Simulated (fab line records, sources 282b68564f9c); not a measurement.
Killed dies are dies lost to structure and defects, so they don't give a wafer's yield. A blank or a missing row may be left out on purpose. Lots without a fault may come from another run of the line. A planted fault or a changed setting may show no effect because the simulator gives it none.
Problem report in the 8D (eight disciplines) form, filled by code | flow rit_cmos | the parts of the form that need people (team, actions taken, sign-off) are left out

1. THE PROBLEM
oes_product_au at RIT_GATE_ETCH_19 reads a mean of 0.938 a.u. on 6 wafers of 2 lots; wafers without a fault read 0.851 a.u. with a standard deviation of 0.012. That is +7.3 standard deviations from the usual mean.
The step: etches poly-Si in SF6/CHF3/O2, stops on SiO2, time 165 s, target depth 312.5 nm.
First seen on wafer L606.2, day 4 16:14, on rie_si-01. The record holds 18 wafers of 6 lots with a number at this step. Rule for "out", or "out of limits": more than 4 standard deviations from the usual mean. The other wafers with a number count as sound.

2. WHAT IT IS AND WHAT IT IS NOT
question                    | is                     | is not
which readings at this step | oes_product_au         | drypump_motor_current_A, throttle_valve_pct
which lots                  | L606, L608             | L596, L599, L611, L615
which wafers of those lots  | all that have a number | -
read on which tools         | rie_si-01              | rie_si-02
when                        | from day 4 16:14       | up to then (6 sound wafers); but 6 sound wafers of L611, L615 came after

3. SUSPECTS, AND WHAT RULES EACH OUT
Counting: a tool at a process step up to the reading stays a suspect if it ran every lot that is out and no sound lot after the first of them.
- rie_si-01 at RIT_GATE_ETCH_19 (etches poly-Si in SF6/CHF3/O2, stops on SiO2, time 165 s, target depth 312.5 nm): kept. It ran every lot that is out, first L606 (day 4 16:14), and no sound lot after that; its last sound lot up to then is L596 (day 2 13:21). Its own readings are out on those wafers: oes_product_au.
Left after counting: rie_si-01 at RIT_GATE_ETCH_19.

4. THE CAUSE (what the simulator had put in)
Process parameter drift: rie_si-01, from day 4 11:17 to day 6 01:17, at RIT_GATE_ETCH_19. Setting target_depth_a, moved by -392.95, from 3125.
Counting left only this tool.

5. THE CHAIN OF EFFECTS, in route order
Each row: a reading whose mean over the struck wafers that have a number lies more than 3 standard deviations from the usual. Only readings for which the record gives a usual standard deviation are gone through. hours: the time from each lot's start at the first step in this table that gives one to its start at this step, as a median over the lots. sigmas: the change in usual standard deviations.
hours | step             | reading        | usual      | on struck wafers | change | sigmas
0     | RIT_GATE_ETCH_19 | oes_product_au | 0.851 a.u. | 0.938            | +0.087 | +7.3
The process steps in it:
- RIT_GATE_ETCH_19: etches poly-Si in SF6/CHF3/O2, stops on SiO2, time 165 s, target depth 312.5 nm.

6. WHAT WOULD HAVE CAUGHT IT SOONER
In this record the first reading out of limits was taken at day 4 16:14, 5 hours after the fault began at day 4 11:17.
